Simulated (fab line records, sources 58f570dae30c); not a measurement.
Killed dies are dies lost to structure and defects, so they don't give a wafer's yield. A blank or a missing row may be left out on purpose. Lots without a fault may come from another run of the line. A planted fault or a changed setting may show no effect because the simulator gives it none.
Which tool did it? | flow berkeley_cmos170 | 14 lots, 42 wafers sampled, at 1 step of a route of 331

WHAT THE GAUGES READ, wafer by wafer
UCB170_CONTACT_OVL_MEAS_16.
lot  | measured     | on         | CONTACT_OVL (nm)
L302 | day 7 07:55  | overlay-02 | 11 10 8
L301 | day 7 13:10  | overlay-01 | -2 -3 1
L303 | day 7 13:26  | overlay-01 | -4 1 -2
L304 | day 7 13:34  | overlay-01 | -5 0 -1
L306 | day 7 17:38  | overlay-02 | 4 3 8
L305 | day 7 18:30  | overlay-02 | -6 -3 -1
L310 | day 8 18:26  | overlay-01 | 5 7 7
L309 | day 8 18:42  | overlay-02 | -2 -6 -6
L312 | day 9 14:58  | overlay-01 | 2 4 1
L314 | day 9 15:41  | overlay-02 | 1 8 9
L322 | day 10 23:30 | overlay-01 | 5 11 7
L320 | day 11 00:23 | overlay-02 | 3 5 3
L323 | day 11 01:47 | overlay-01 | 10 11 9
L324 | day 11 03:30 | overlay-02 | 3 -1 1

WHICH TOOL RAN EACH LOT (tool, then ch and the chambers of the sampled wafers, then the start)
The record holds no process step before these readings.

WHAT THE TOOLS THEMSELVES READ (means of the sampled wafers that have a number; where no wafer has one, the mark that the record gives instead)
The record holds no such reading with a usual standard deviation.

THE ANSWER, worked out from the rows above alone
Rule: what is usual is taken from the lots themselves. Put in order of their means at a reading, lots are off if they are a third of the lots or fewer, leave a main group of 4 or more, and stand apart from it by a gap of 3 or more times the standard deviation of the main group's means; of several such gaps the widest counts. A main group whose means are all the same, to the digits that the tables above print for the reading, isn't used. A lot without any number at a reading at which 4 lots or more have one is off too. The other lots that the step has rows for count as sound. The gauges are gone through in route order, then the tools' own readings, and for those a lot's mean is taken as printed above. The first step at which some lot is off is used, and at that step the reading that is off furthest; a lot without a number counts as furthest.
No lot is off at any reading shown: from this, nothing can be told.

WHAT THE SIMULATOR HAD PUT IN
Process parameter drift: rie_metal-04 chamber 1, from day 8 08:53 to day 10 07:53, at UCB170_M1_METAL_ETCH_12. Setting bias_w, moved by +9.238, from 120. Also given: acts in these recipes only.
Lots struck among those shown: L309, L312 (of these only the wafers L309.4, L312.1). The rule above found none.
